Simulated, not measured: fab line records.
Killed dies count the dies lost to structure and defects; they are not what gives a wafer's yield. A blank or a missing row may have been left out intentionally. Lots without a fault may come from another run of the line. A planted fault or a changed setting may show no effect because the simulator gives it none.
fab line records + flow rit_cmos
record:
- lots: 5
- wafers: 15
- last_day: 7
route steps=202 shown CONTACT@172 M1@184
lots with no fault: from the same line, run without faults
start_h: the number of hours between the record's first day and the start of the first shown wafer of the lot + wait_h: time in hours since the lot's previous step + " identical to the entry in the row above + L1.1+2: one row covering several wafers at once + - no value, or no start given + * or withheld: withheld + < > ~ a bound
route shown NAME@n: names a module that has steps shown in the file, with the first one's number in the route + usual: mean and standard deviation over wafers with no fault + same: alike in all rows + chamber/n: place in a boat + sites: per-site readings + _std_site: the standard deviation of these + _edge_site: inner sites' mean taken away from outer sites' mean + radius_mm: how far each site lies from the wafer's centre + mask NAME#n: copy n + behind: tool/chamber where the wafer was last shaped + hold: cause of the lot's hold/its duration in hours/its outcome + device: names the non-switching transistor (n, p or np) + end of line: tests run on the same wafers once the route is complete + a step given without rows: its recipe and nothing more + killed: not the wafer's yield, but the dies lost to structure and defects at the first sort + map: a wafer's dies, x killed, . not, _ none there
set.NAME: the setting as run; set.NAME@STEP: as run at that earlier step + model.NAME: the simulator's own value behind a step, which no gauge read
certain route steps with their lots: each step a table, each wafer a row
services: a tool's chamber out of use, with start hour (start_h, from the record's first day; less than 0 if before it), hours out, and reason
== steps ==
step: RIT_CONTACT_SOFTBAKE_04
recipe:
- resist: NOVOLAK
- temp_c: 90
- time_s: 62.18
usual:
- plate_sensor_t_centre_C: 90.970/0.01
- plate_sensor_t_edge_C: 91.021/0.0093
- resist_line_temp_C: 23.02/0.097
| lot.wafer | tool           | chamber | start_h | wait_h | plate_sensor_t_centre_C | plate_sensor_t_edge_C | resist_line_temp_C |
|-----------|----------------|---------|---------|--------|-------------------------|-----------------------|--------------------|
| L390.3    | litho_track-03 | 0       | 73.64   | 0.1    | 90.974                  | 91.028                | 23.26              |
| L390.4    | "              | 0       | "       | "      | 90.966                  | 91.017                | 23.18              |
| L390.5    | "              | 0       | "       | "      | 90.970                  | 91.019                | 23.02              |
| L393.1    | litho_track-02 | 0       | 88.79   | 0.1    | 90.967                  | 91.037                | 23.12              |
| L393.3    | "              | 0       | "       | "      | 90.956                  | 91.028                | 22.93              |
| L393.5    | "              | 0       | "       | "      | 90.958                  | 91.036                | 23.05              |
| L399.1    | litho_track-02 | 0       | 117.85  | 0.1    | 90.962                  | 91.024                | 23.17              |
| L399.3    | "              | 0       | "       | "      | 90.962                  | 91.019                | 22.99              |
| L399.4    | "              | 0       | "       | "      | 90.981                  | 91.027                | 23.16              |
| L406.1    | litho_track-02 | 0       | 156.60  | 0.1    | 90.965                  | 91.024                | 23.00              |
| L406.2    | "              | 0       | "       | "      | 90.975                  | 91.007                | 22.95              |
| L406.3    | "              | 0       | "       | "      | 90.954                  | 91.019                | 22.90              |
| L408.1    | litho_track-02 | 0       | 167.78  | 0.1    | 90.974                  | 91.025                | 22.99              |
| L408.2    | "              | 0       | "       | "      | 90.950                  | 91.022                | 22.98              |
| L408.4    | "              | 0       | "       | "      | 90.977                  | 91.019                | 23.03              |
step: RIT_CONTACT_EXPOSE_05
recipe:
- mask_id: M11
- na: 0.6
- source_shape: conventional
- sigma_outer: 0.5
- target_cd_nm: 1000
- dose_mj: 250
step: RIT_CONTACT_PEB_06
recipe:
- resist: NOVOLAK
- temp_c: withheld
- time_s: withheld
step: RIT_CONTACT_DEVELOP_07
recipe:
- resist: NOVOLAK
- develop_time_s: 120
- dev_temp_c: 23
step: RIT_CONTACT_CD_MEAS_08
recipe:
- target_cd_nm: 1000
usual:
- cd_nm: 1000.1/2
| lot.wafer | tool      | chamber | start_h | wait_h | cd_nm  |
|-----------|-----------|---------|---------|--------|--------|
| L390.3    | cd_sem-02 | -       | 74.43   | -      | 999.6  |
| L390.4    | "         | -       | "       | "      | 998.4  |
| L390.5    | "         | -       | "       | "      | 997.9  |
| L393.1    | cd_sem-02 | -       | 89.46   | -      | 998.6  |
| L393.3    | "         | -       | "       | "      | 998.0  |
| L393.5    | "         | -       | "       | "      | 998.0  |
| L399.1    | cd_sem-02 | -       | 118.51  | -      | 1001.4 |
| L399.3    | "         | -       | "       | "      | 1002.4 |
| L399.4    | "         | -       | "       | "      | 999.5  |
| L406.1    | cd_sem-01 | -       | 157.40  | -      | 1001.3 |
| L406.2    | "         | -       | "       | "      | 1002.0 |
| L406.3    | "         | -       | "       | "      | 1003.2 |
| L408.1    | cd_sem-02 | -       | 168.60  | -      | 1002.9 |
| L408.2    | "         | -       | "       | "      | 1002.6 |
| L408.4    | "         | -       | "       | "      | 1001.9 |
step: RIT_CONTACT_OVL_MEAS_09
usual:
- CONTACT_OVL: 0.4/1.2
| lot.wafer | tool       | chamber | start_h | wait_h | CONTACT_OVL[nm] |
|-----------|------------|---------|---------|--------|-----------------|
| L390.3    | overlay-01 | -       | 74.52   | 0.1    | -1.2            |
| L390.4    | "          | -       | "       | "      | 0.8             |
| L390.5    | "          | -       | "       | "      | 0.4             |
| L393.1    | overlay-01 | -       | 89.58   | 0.1    | 1.0             |
| L393.3    | "          | -       | "       | "      | 1.6             |
| L393.5    | "          | -       | "       | "      | 1.2             |
| L399.1    | overlay-01 | -       | 118.63  | 0.1    | 0.4             |
| L399.3    | "          | -       | "       | "      | 1.2             |
| L399.4    | "          | -       | "       | "      | -0.1            |
| L406.1    | overlay-01 | -       | 157.52  | 0.1    | -0.2            |
| L406.2    | "          | -       | "       | "      | 1.2             |
| L406.3    | "          | -       | "       | "      | 0.1             |
| L408.1    | overlay-02 | -       | 168.72  | 0.1    | -1.0            |
| L408.2    | "          | -       | "       | "      | -1.4            |
| L408.4    | "          | -       | "       | "      | -0.4            |
step: RIT_CONTACT_HARDBAKE_10
recipe:
- resist: NOVOLAK
- temp_c: 140
- time_s: 60
step: RIT_CONTACT_ETCH_11
recipe:
- target_depth_a: 4800
- over_etch_frac: 0.2
- stop_on: TiSi2
- chemistry: CHF3/CF4/Ar
- target: SiO2
- CHF3_flow_sccm: 50
- cf4_flow_sccm: 10
- Ar_flow_sccm: 100
- O2_flow_sccm: 5
- pressure_mtorr: 100
- rf_w: 200
- time_s: 320
usual:
- chamber_pressure_mTorr: 100.01/0.097
- drypump_motor_current_A: 5.6/0.49
- oes_product_au: 0.986/0.015
- throttle_valve_pct: 8.88/0.13
| lot.wafer | tool        | chamber | start_h | wait_h | chamber_pressure_mTorr | drypump_motor_current_A | oes_product_au | rf_hours_counter_h | throttle_valve_pct |
|-----------|-------------|---------|---------|--------|------------------------|-------------------------|----------------|--------------------|--------------------|
| L390.3    | rie_diel-04 | 2       | 74.69   | 0.1    | 99.98                  | 6.2                     | 0.973          | 23                 | 8.92               |
| L390.4    | "           | 1       | "       | "      | 100.01                 | 5.9                     | 1.016          | 47                 | 9.06               |
| L390.5    | "           | 2       | "       | "      | 99.92                  | 6.3                     | 0.964          | -                  | 8.93               |
| L393.1    | rie_diel-03 | 0       | 89.76   | 0.1    | 99.92                  | 5.9                     | 0.963          | 70                 | 8.86               |
| L393.3    | "           | 1       | "       | "      | 99.98                  | 5.1                     | 0.967          | 159                | 9.02               |
| L393.5    | "           | 1       | "       | "      | 100.00                 | 5.1                     | 0.965          | -                  | 9.02               |
| L399.1    | rie_diel-01 | 3       | 118.82  | 0.1    | 100.14                 | 5.3                     | 1.000          | 127                | 8.76               |
| L399.3    | "           | 2       | "       | "      | 99.92                  | 6.1                     | 0.976          | 143                | 8.91               |
| L399.4    | "           | 1       | "       | "      | 100.15                 | 5.2                     | 1.003          | 59                 | 8.87               |
| L406.1    | rie_diel-04 | 0       | 157.80  | 0.1    | 99.98                  | 5.8                     | 0.987          | 117                | 8.90               |
| L406.2    | "           | 2       | "       | "      | 100.01                 | 6.2                     | 0.966          | 24                 | 8.93               |
| L406.3    | "           | 1       | "       | "      | 100.18                 | 5.9                     | 1.009          | 49                 | 9.07               |
| L408.1    | rie_diel-03 | 3       | 168.91  | 0.1    | 100.04                 | 4.8                     | 0.983          | 44                 | 9.00               |
| L408.2    | "           | 1       | "       | "      | 99.90                  | 5.1                     | 1.008          | 1                  | 9.00               |
| L408.4    | "           | 2       | "       | "      | 100.12                 | 6.1                     | 0.995          | -                  | 8.53               |
step: RIT_CONTACT_STRIP_12
recipe:
- chemistry: O2
- time_s: 180
- resist: NOVOLAK
- platen_temp_c: withheld
- power_w: 500
- pressure_mtorr: 4000
- o2_flow_sccm: 4000
usual:
- chamber_pressure_mTorr: 4000/3.7
- drypump_motor_current_A: 5.8/0.45
| lot.wafer | tool            | chamber | start_h | wait_h | chamber_pressure_mTorr | drypump_motor_current_A | rf_hours_counter_h |
|-----------|-----------------|---------|---------|--------|------------------------|-------------------------|--------------------|
| L390.3    | plasma_asher-04 | 1       | 74.94   | 0.2    | 3998                   | 5.3                     | -                  |
| L390.4    | "               | 0       | "       | "      | 4001                   | 5.7                     | -                  |
| L390.5    | "               | 0       | "       | "      | 3993                   | 5.7                     | -                  |
| L393.1    | plasma_asher-02 | 1       | 89.96   | 0.1    | 4005                   | 6.7                     | 31                 |
| L393.3    | "               | 1       | "       | "      | 4002                   | 6.6                     | -                  |
| L393.5    | "               | 0       | "       | "      | 4003                   | 5.6                     | -                  |
| L399.1    | plasma_asher-04 | 1       | 119.01  | 0.1    | 4001                   | 5.3                     | 47                 |
| L399.3    | "               | 1       | "       | "      | 4000                   | 5.3                     | -                  |
| L399.4    | "               | 0       | "       | "      | 3998                   | 5.6                     | -                  |
| L406.1    | plasma_asher-01 | 1       | 157.99  | 0.1    | 3994                   | 5.6                     | 4                  |
| L406.2    | "               | 0       | "       | "      | 4000                   | 5.7                     | 4                  |
| L406.3    | "               | 0       | "       | "      | 4002                   | 5.7                     | -                  |
| L408.1    | plasma_asher-01 | 1       | 169.10  | 0.1    | 4004                   | 5.7                     | 6                  |
| L408.2    | "               | 0       | "       | "      | 4003                   | 5.7                     | 6                  |
| L408.4    | "               | 0       | "       | "      | 3998                   | 5.7                     | -                  |
step: RIT_CONTACT_CD_MEAS_90
recipe:
- target_cd_nm: 1000
usual:
- cd_nm: 1000.1/2.1
| lot.wafer | tool      | chamber | start_h | wait_h | cd_nm  |
|-----------|-----------|---------|---------|--------|--------|
| L390.3    | cd_sem-01 | -       | 75.10   | 0.1    | 999.7  |
| L390.4    | "         | -       | "       | "      | 997.7  |
| L390.5    | "         | -       | "       | "      | 998.4  |
| L393.1    | cd_sem-02 | -       | 90.13   | 0.1    | 999.7  |
| L393.3    | "         | -       | "       | "      | 997.9  |
| L393.5    | "         | -       | "       | "      | 998.2  |
| L399.1    | cd_sem-01 | -       | 119.19  | 0.1    | 1001.8 |
| L399.3    | "         | -       | "       | "      | 1002.6 |
| L399.4    | "         | -       | "       | "      | 999.8  |
| L406.1    | cd_sem-02 | -       | 158.17  | 0.1    | 1001.4 |
| L406.2    | "         | -       | "       | "      | 1001.8 |
| L406.3    | "         | -       | "       | "      | 1002.7 |
| L408.1    | cd_sem-02 | -       | 169.27  | 0.1    | 1002.9 |
| L408.2    | "         | -       | "       | "      | 1001.5 |
| L408.4    | "         | -       | "       | "      | 1001.9 |
step: RIT_CONTACT_CLEAN_13
recipe:
- chemistry: SC1
- mix: 3:3:50
- time_s: 600
- temp_c: 75
step: RIT_CONTACT_CLEAN_14
recipe:
- chemistry: SC2
- mix: 3:3:50
- time_s: 600
- temp_c: 75
- dry: n2_spin
step: RIT_M1_SPUTTER_00
recipe:
- material: Al
- target_thk_nm: 400
- power_w: 2000
- chamber_pressure_pa: 0.4
- gas: Ar
- time_s: 500
- substrate_temp_c: 25
usual:
- cathode_dc_power_W: 2000.0/0.38
- chamber_pressure_pa: 0.4001/0.00077
- throttle_valve_pct: 30.7/1.1
| lot.wafer | tool           | chamber | start_h | wait_h | cathode_dc_power_W | chamber_pressure_pa | throttle_valve_pct | model.Al_of_M1_SPUTTER_00.thk_nm |
|-----------|----------------|---------|---------|--------|--------------------|---------------------|--------------------|----------------------------------|
| L390.3    | pvd_sputter-02 | -       | 75.55   | 0.0    | 2000.0             | 0.3996              | 29.9               | 398.7                            |
| L390.4    | "              | -       | "       | "      | 2000.6             | 0.4000              | 30.6               | 392.8                            |
| L390.5    | "              | -       | "       | "      | 1999.5             | 0.4010              | 29.9               | 399.5                            |
| L393.1    | pvd_sputter-04 | -       | 90.66   | 0.0    | 2000.1             | 0.3994              | 31.0               | 401.3                            |
| L393.3    | "              | -       | "       | "      | 2000.5             | 0.4010              | 33.1               | 398.4                            |
| L393.5    | "              | -       | "       | "      | 1999.5             | 0.3989              | 30.6               | 401.7                            |
| L399.1    | pvd_sputter-04 | -       | 119.66  | 0.0    | 1999.8             | 0.4001              | 31.2               | 397.9                            |
| L399.3    | "              | -       | "       | "      | 2615.5             | 0.4012              | 33.0               | 517.6                            |
| L399.4    | "              | -       | "       | "      | 2000.3             | 0.3999              | 31.0               | 399.8                            |
| L406.1    | pvd_sputter-03 | -       | 158.64  | 0.0    | 2000.7             | 0.4006              | 30.5               | 404.2                            |
| L406.2    | "              | -       | "       | "      | 2000.4             | 0.4000              | 30.0               | 405.8                            |
| L406.3    | "              | -       | "       | "      | 2000.1             | 0.4006              | 29.1               | 401.4                            |
| L408.1    | pvd_sputter-02 | -       | 169.74  | 0.0    | 2000.2             | 0.3999              | 28.4               | 395.9                            |
| L408.2    | "              | -       | "       | "      | 1999.9             | 0.3997              | 31.5               | 394.6                            |
| L408.4    | "              | -       | "       | "      | 1999.8             | 0.4006              | 29.9               | 399.3                            |
step: RIT_M1_RS_MEAS_01
recipe:
- thk_meas_gauge: four-point-probe
- reads: Al_of_M1_SPUTTER_00
usual:
- M1_AL_RS: 0.0732/0.00094
| lot.wafer | tool          | chamber | start_h | wait_h | M1_AL_RS[ohm/sq] |
|-----------|---------------|---------|---------|--------|------------------|
| L390.3    | film_metro-04 | -       | 75.88   | 0.2    | 0.0736           |
| L390.4    | "             | -       | "       | "      | 0.0749           |
| L390.5    | "             | -       | "       | "      | 0.0735           |
| L393.1    | film_metro-04 | -       | 90.95   | 0.1    | 0.0733           |
| L393.3    | "             | -       | "       | "      | 0.0739           |
| L393.5    | "             | -       | "       | "      | 0.0731           |
| L399.1    | film_metro-03 | -       | 119.95  | 0.1    | 0.0741           |
| L399.3    | "             | -       | "       | "      | 0.0567           |
| L399.4    | "             | -       | "       | "      | 0.0735           |
| L406.1    | film_metro-02 | -       | 158.93  | 0.1    | 0.0724           |
| L406.2    | "             | -       | "       | "      | 0.0722           |
| L406.3    | "             | -       | "       | "      | 0.0731           |
| L408.1    | film_metro-03 | -       | 170.04  | 0.1    | 0.0745           |
| L408.2    | "             | -       | "       | "      | 0.0748           |
| L408.4    | "             | -       | "       | "      | 0.0738           |
step: RIT_M1_THK_MEAS_02
recipe:
- thk_meas_gauge: xrf
- reads: Al_of_M1_SPUTTER_00
usual:
- M1_AL_THK: 398/5.4
| lot.wafer | tool          | chamber | start_h | wait_h | M1_AL_THK[nm] |
|-----------|---------------|---------|---------|--------|---------------|
| L390.3    | film_metro-04 | -       | 75.98   | 0.1    | 394           |
| L390.4    | "             | -       | "       | "      | 387           |
| L390.5    | "             | -       | "       | "      | 395           |
| L393.1    | film_metro-04 | -       | 91.07   | 0.1    | 396           |
| L393.3    | "             | -       | "       | "      | 394           |
| L393.5    | "             | -       | "       | "      | 396           |
| L399.1    | film_metro-03 | -       | 120.07  | 0.1    | 398           |
| L399.3    | "             | -       | "       | "      | 517           |
| L399.4    | "             | -       | "       | "      | 398           |
| L406.1    | film_metro-02 | -       | 159.05  | 0.1    | 401           |
| L406.2    | "             | -       | "       | "      | 401           |
| L406.3    | "             | -       | "       | "      | 395           |
| L408.1    | film_metro-03 | -       | 170.16  | 0.1    | 395           |
| L408.2    | "             | -       | "       | "      | 395           |
| L408.4    | "             | -       | "       | "      | 397           |
step: RIT_M1_HMDS_03
recipe:
- prime_time_s: 60
- prime_temp_c: 140
step: RIT_M1_COAT_04
recipe:
- resist: NOVOLAK
- spin_rpm: 2000
- resist_thk_nm: 1300
step: RIT_M1_SOFTBAKE_05
recipe:
- resist: NOVOLAK
- temp_c: 90
- time_s: 60
step: RIT_M1_EXPOSE_06
recipe:
- mask_id: M12
- na: 0.6
- source_shape: conventional
- sigma_outer: 0.5
- target_cd_nm: 2600
- dose_mj: 250
step: RIT_M1_PEB_07
recipe:
- resist: NOVOLAK
- temp_c: withheld
- time_s: withheld
step: RIT_M1_DEVELOP_08
recipe:
- resist: NOVOLAK
- develop_time_s: 68
- dev_temp_c: 23
step: RIT_M1_CD_MEAS_09
recipe:
- target_cd_nm: 2600
usual:
- cd_nm: 2600.1/2
| lot.wafer | tool      | chamber | start_h | wait_h | cd_nm  |
|-----------|-----------|---------|---------|--------|--------|
| L390.3    | cd_sem-01 | -       | 77.07   | -      | 2599.2 |
| L390.4    | "         | -       | "       | "      | 2600.6 |
| L390.5    | "         | -       | "       | "      | 2599.3 |
| L393.1    | cd_sem-02 | -       | 92.24   | -      | 2602.9 |
| L393.3    | "         | -       | "       | "      | 2600.0 |
| L393.5    | "         | -       | "       | "      | 2600.7 |
| L399.1    | cd_sem-02 | -       | 121.14  | -      | 2600.5 |
| L399.3    | "         | -       | "       | "      | 2599.6 |
| L399.4    | "         | -       | "       | "      | 2598.0 |
| L406.1    | cd_sem-02 | -       | 160.12  | -      | 2598.7 |
| L406.2    | "         | -       | "       | "      | 2596.5 |
| L406.3    | "         | -       | "       | "      | 2598.8 |
| L408.1    | cd_sem-02 | -       | 171.10  | -      | 2601.5 |
| L408.2    | "         | -       | "       | "      | 2601.9 |
| L408.4    | "         | -       | "       | "      | 2604.4 |
step: RIT_M1_OVL_MEAS_10
usual:
- M1_OVL: 0.7/1.3
| lot.wafer | tool       | chamber | start_h | wait_h | M1_OVL[nm] |
|-----------|------------|---------|---------|--------|------------|
| L390.3    | overlay-02 | -       | 77.16   | 0.1    | -0.6       |
| L390.4    | "          | -       | "       | "      | 0.6        |
| L390.5    | "          | -       | "       | "      | -0.3       |
| L393.1    | overlay-02 | -       | 92.36   | 0.1    | 0.5        |
| L393.3    | "          | -       | "       | "      | -0.5       |
| L393.5    | "          | -       | "       | "      | -0.7       |
| L399.1    | overlay-01 | -       | 121.26  | 0.1    | -0.4       |
| L399.3    | "          | -       | "       | "      | -0.1       |
| L399.4    | "          | -       | "       | "      | 0.2        |
| L406.1    | overlay-01 | -       | 160.24  | 0.1    | 2.7        |
| L406.2    | "          | -       | "       | "      | 2.6        |
| L406.3    | "          | -       | "       | "      | 2.2        |
| L408.1    | overlay-01 | -       | 171.22  | 0.1    | 1.9        |
| L408.2    | "          | -       | "       | "      | -0.1       |
| L408.4    | "          | -       | "       | "      | 0.0        |
step: RIT_M1_HARDBAKE_11
recipe:
- resist: NOVOLAK
- temp_c: 140
- time_s: 120
step: RIT_M1_METAL_ETCH_12
recipe:
- stop_on: SiO2
- chemistry: Cl2/BCl3
- target: Al
- time_s: 165
- over_etch_frac: 0.4871
- pressure_mtorr: 100
- target_depth_a: 6000
- rf_w: 250
- Cl2_flow_sccm: 60
- bcl3_flow_sccm: 50
usual:
- chamber_pressure_mTorr: 99.99/0.094
- drypump_motor_current_A: 5.88/0.27
- oes_product_au: 0.787/0.01
- throttle_valve_pct: 8.22/0.11
| lot.wafer | tool         | chamber | start_h | wait_h | chamber_pressure_mTorr | drypump_motor_current_A | oes_product_au | rf_hours_counter_h | throttle_valve_pct |
|-----------|--------------|---------|---------|--------|------------------------|-------------------------|----------------|--------------------|--------------------|
| L390.3    | rie_metal-01 | 0       | 77.49   | 0.2    | 100.04                 | 5.89                    | 0.789          | -                  | 8.37               |
| L390.4    | "            | 1       | "       | "      | 100.07                 | 6.23                    | 0.783          | -                  | 8.22               |
| L390.5    | "            | 1       | "       | "      | 100.03                 | 6.23                    | 0.796          | -                  | 8.23               |
| L393.1    | rie_metal-01 | 1       | 92.76   | 0.2    | 99.99                  | 6.23                    | 0.791          | 1                  | 8.22               |
| L393.3    | "            | 1       | "       | "      | 100.25                 | 6.23                    | 0.790          | -                  | 8.23               |
| L393.5    | "            | 0       | "       | "      | 99.98                  | 5.91                    | 0.796          | -                  | 8.38               |
| L399.1    | rie_metal-01 | 1       | 121.54  | 0.2    | 99.91                  | 6.23                    | 0.781          | 1                  | 8.22               |
| L399.3    | "            | 1       | "       | "      | 99.95                  | 6.24                    | 0.923          | -                  | 8.20               |
| L399.4    | "            | 0       | "       | "      | 99.84                  | 5.93                    | 0.798          | -                  | 8.36               |
| L406.1    | rie_metal-03 | 1       | 160.52  | 0.2    | 99.87                  | 5.69                    | 0.778          | 4                  | 8.17               |
| L406.2    | "            | 0       | "       | "      | 100.08                 | 5.46                    | 0.790          | 3                  | 8.07               |
| L406.3    | "            | 0       | "       | "      | 99.86                  | 5.47                    | 0.784          | -                  | 8.08               |
| L408.1    | rie_metal-02 | 0       | 171.50  | 0.2    | 99.95                  | 6.10                    | 0.772          | 0                  | 8.15               |
| L408.2    | "            | 1       | "       | "      | 99.87                  | 6.04                    | 0.798          | 0                  | 8.39               |
| L408.4    | "            | 0       | "       | "      | 99.84                  | 6.09                    | 0.783          | -                  | 8.14               |
step: RIT_M1_STRIP_13
recipe:
- chemistry: nmp
- resist: NOVOLAK
- temp_c: 80
- time_s: 600
- dry: n2_spin
step: RIT_M1_PROBE_99
usual:
- defect_limited_yield: 97.4/1.1
- killed_at_front_end: 6.9/2.9
- killed_dies: 7.0/2.9
- killed_open: 3.4/2.1
- killed_short: 3.5/1.8
same:
- gross_dies: 264
- killed_at_M0_to_M3: 0
- killed_at_M4_up: 0
- killed_at_back_side: 0
- killed_at_contacts: 0
- killed_at_other: 0
| lot.wafer | tool      | chamber | start_h | wait_h | defect_limited_yield[%] | killed_at_front_end | killed_dies | killed_open | killed_short | model.etest.tester.sort_n_pass | model.etest.tester.sort_yield_pct | model.etest.m1_comb_over_steps.leak_log10_a_um | model.etest.m1.rs_ohm_sq | model.etest.antenna_m1.vt_shift_v |
|-----------|-----------|---------|---------|--------|-------------------------|---------------------|-------------|-------------|--------------|--------------------------------|-----------------------------------|------------------------------------------------|--------------------------|-----------------------------------|
| L390.3    | prober-01 | -       | 79.80   | 0.2    | 97.7                    | 6                   | 6           | 3           | 3            | 258                            | 97.73                             | -12.6                                          | 0.07246                  | -0.01161                          |
| L390.4    | prober-01 | -       | 79.85   | 0.2    | 96.2                    | 10                  | 10          | 4           | 6            | 254                            | 96.21                             | -12.82                                         | 0.07364                  | -0.01356                          |
| L390.5    | prober-01 | -       | 79.90   | 0.2    | 98.1                    | 5                   | 5           | 0           | 5            | 259                            | 98.11                             | -12.71                                         | 0.07226                  | -0.006912                         |
| L393.1    | prober-02 | -       | 95.04   | 0.1    | 98.5                    | 4                   | 4           | 1           | 3            | 260                            | 98.48                             | -12.92                                         | 0.07275                  | -0.007596                         |
| L393.3    | prober-02 | -       | 95.14   | 0.2    | 98.1                    | 5                   | 5           | 2           | 3            | 259                            | 98.11                             | -12.85                                         | 0.07303                  | -0.01348                          |
| L393.5    | prober-02 | -       | 95.24   | 0.2    | 98.9                    | 3                   | 3           | 1           | 2            | 261                            | 98.86                             | -12.71                                         | 0.07224                  | -0.01358                          |
| L399.1    | prober-02 | -       | 124.03  | 0.1    | 97.0                    | 8                   | 8           | 5           | 3            | 256                            | 96.97                             | -12.77                                         | 0.07301                  | -0.01185                          |
| L399.3    | prober-02 | -       | 124.13  | 0.2    | 97.3                    | 7                   | 7           | 2           | 5            | 246                            | 93.18                             | -10.32                                         | 0.05597                  | -0.002488                         |
| L399.4    | prober-02 | -       | 124.18  | 0.2    | 96.6                    | 9                   | 9           | 6           | 3            | 255                            | 96.59                             | -12.72                                         | 0.073                    | -0.014                            |
| L406.1    | prober-01 | -       | 162.78  | 0.1    | 96.2                    | 10                  | 10          | 6           | 4            | 254                            | 96.21                             | -12.82                                         | 0.07146                  | -0.0137                           |
| L406.2    | prober-01 | -       | 162.83  | 0.1    | 98.9                    | 3                   | 3           | 3           | 0            | 261                            | 98.86                             | -12.69                                         | 0.07147                  | -0.008378                         |
| L406.3    | prober-01 | -       | 162.88  | 0.2    | 97.3                    | 7                   | 7           | 3           | 4            | 257                            | 97.35                             | -12.81                                         | 0.07188                  | -0.01281                          |
| L408.1    | prober-01 | -       | 173.76  | 0.1    | 97.7                    | 6                   | 6           | 1           | 5            | 258                            | 97.73                             | -12.77                                         | 0.07329                  | -0.01448                          |
| L408.2    | prober-01 | -       | 173.81  | 0.1    | 97.3                    | 7                   | 7           | 4           | 3            | 257                            | 97.35                             | -12.84                                         | 0.07377                  | -0.01055                          |
| L408.4    | prober-01 | -       | 173.91  | 0.2    | 97.0                    | 8                   | 8           | 3           | 5            | 256                            | 96.97                             | -12.79                                         | 0.07291                  | -0.009942                         |
killed by level:class
L390.3 REOX:geometric_particle:open=3 FOX1:geometric_particle:short=2 GATE:geometric_particle:short=1
L390.4 GATE:geometric_particle:open=3 GATE:geometric_particle:short=2 FOX2:geometric_particle:open=1 FOX2:geometric_particle:short=1 REOX:geometric_particle:short=1 SPACER:geometric_particle:short=1 SILICIDE:geometric_particle:short=1
L390.5 FOX2:geometric_particle:short=2 GATE:geometric_particle:short=1 REOX:geometric_particle:short=1 SILICIDE:geometric_particle:short=1
L393.1 REOX:geometric_particle:short=2 GATE:geometric_particle:short=1 SPACER:geometric_particle:open=1
L393.3 GATE:geometric_particle:short=2 REOX:geometric_particle:open=2 SPACER:geometric_particle:short=1
L393.5 FOX2:geometric_particle:short=1 GATE:geometric_particle:open=1 SPACER:geometric_particle:short=1
L399.1 GATE:geometric_particle:open=2 SILICIDE:geometric_particle:short=2 FOX2:geometric_particle:short=1 FOX2:geometric_particle:open=1 REOX:geometric_particle:open=1 SILICIDE:geometric_particle:open=1
L399.3 SILICIDE:geometric_particle:short=3 GATE:geometric_particle:short=2 GATE:geometric_particle:open=1 SILICIDE:geometric_particle:open=1
L399.4 GATE:geometric_particle:open=3 SPACER:geometric_particle:short=2 FOX1:geometric_particle:open=1 FOX2:geometric_particle:open=1 SPACER:geometric_particle:open=1 SILICIDE:geometric_particle:short=1
L406.1 REOX:geometric_particle:short=3 REOX:geometric_particle:open=2 SPACER:geometric_particle:open=2 FOX1:geometric_particle:open=1 FOX2:geometric_particle:open=1 SILICIDE:geometric_particle:short=1
L406.2 FOX2:geometric_particle:open=1 GATE:geometric_particle:open=1 SPACER:geometric_particle:open=1
L406.3 SILICIDE:geometric_particle:short=2 FOX2:geometric_particle:open=1 FOX2:geometric_particle:short=1 REOX:geometric_particle:short=1 REOX:geometric_particle:open=1 SILICIDE:geometric_particle:open=1
L408.1 FOX2:geometric_particle:short=2 FOX2:geometric_particle:open=1 GATE:geometric_particle:short=1 REOX:geometric_particle:short=1 SPACER:geometric_particle:short=1
L408.2 FOX1:geometric_particle:open=3 FOX1:geometric_particle:short=1 FOX2:geometric_particle:short=1 SPACER:geometric_particle:short=1 SILICIDE:geometric_particle:open=1
L408.4 GATE:geometric_particle:short=3 FOX1:geometric_particle:short=1 FOX1:geometric_particle:open=1 FOX2:geometric_particle:open=1 FOX2:geometric_particle:short=1 GATE:geometric_particle:open=1
== services ==
| tool            | chamber | start_h | hours | kind                   |
|-----------------|---------|---------|-------|------------------------|
| rie_diel-04     | 1       | 58.61   | 5.6   | repair                 |
| rie_diel-03     | 1       | 63.76   | 17.4  | repair                 |
| rie_diel-01     | 0       | 70.81   | -     | clean                  |
| rie_diel-01     | 0       | 70.81   | 20.7  | scheduled_down         |
| rie_diel-01     | 0       | 70.81   | 20.7  | vent_cycle             |
| pvd_sputter-03  | -       | 71.73   | 3.0   | repair                 |
| rie_diel-03     | 2       | 81.13   | -     | clean                  |
| rie_diel-03     | 2       | 81.13   | -     | consumable_replace:esc |
| rie_diel-03     | 2       | 81.13   | 30.9  | scheduled_down         |
| rie_diel-03     | 2       | 81.13   | 30.9  | vent_cycle             |
| plasma_asher-01 | -       | 108.75  | 9.0   | pm                     |
| plasma_asher-01 | 0       | 108.75  | 9.0   | vent_cycle             |
| plasma_asher-01 | 1       | 108.75  | 9.0   | vent_cycle             |
| rie_diel-03     | 1       | 112.02  | -     | clean                  |
| rie_diel-03     | 1       | 112.02  | 26.6  | scheduled_down         |
| rie_diel-03     | 1       | 112.02  | 26.6  | vent_cycle             |
| plasma_asher-01 | 0       | 117.75  | -     | clean                  |
| plasma_asher-01 | 1       | 117.75  | -     | clean                  |
| rie_metal-02    | -       | 136.12  | 20.0  | pm                     |
| rie_metal-02    | 0       | 136.12  | 20.0  | vent_cycle             |
| rie_metal-02    | 1       | 136.12  | 20.0  | vent_cycle             |
| plasma_asher-04 | -       | 143.32  | 2.8   | pm                     |
| rie_metal-02    | 0       | 156.12  | -     | clean                  |
| rie_diel-03     | 0       | 160.43  | 8.9   | repair                 |
== key ==
first_sign:
- step: RIT_M1_SPUTTER_00
- reading: cathode_dc_power_W
- direction: up
- sigmas: 99+
- usual: 2000.0
- struck: 2615.5
effect:
- step: RIT_M1_RS_MEAS_01
- reading: M1_AL_RS
- direction: down
- sigmas: 18
- usual: 0.0732
- struck: 0.0567
effect:
- step: RIT_M1_THK_MEAS_02
- reading: M1_AL_THK
- direction: up
- sigmas: 22
- usual: 398
- struck: 517
effect:
- step: RIT_M1_METAL_ETCH_12
- reading: oes_product_au
- direction: up
- sigmas: 14
- usual: 0.787
- struck: 0.923
model_effect:
- step: RIT_M1_SPUTTER_00
- value: Al_of_M1_SPUTTER_00.thk_nm
- without: 394.6
- struck: 517.6
model_effect:
- step: RIT_M1_PROBE_99
- value: etest.tester.sort_n_pass
- without: 257
- struck: 246
met_at RIT_M1_SPUTTER_00
struck_wafers L399.3
onset_between 90.66 119.66
fault:
- kind: process_parameter_drift
- tool: pvd_sputter-04
- chamber: -
- onset_h: 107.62
- steps: RIT_M1_SPUTTER_00
- channel: power_w
- offset: 615.21
- shape: step
- end_h: 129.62
- stated: 2000
- scope: struck_wafers_only
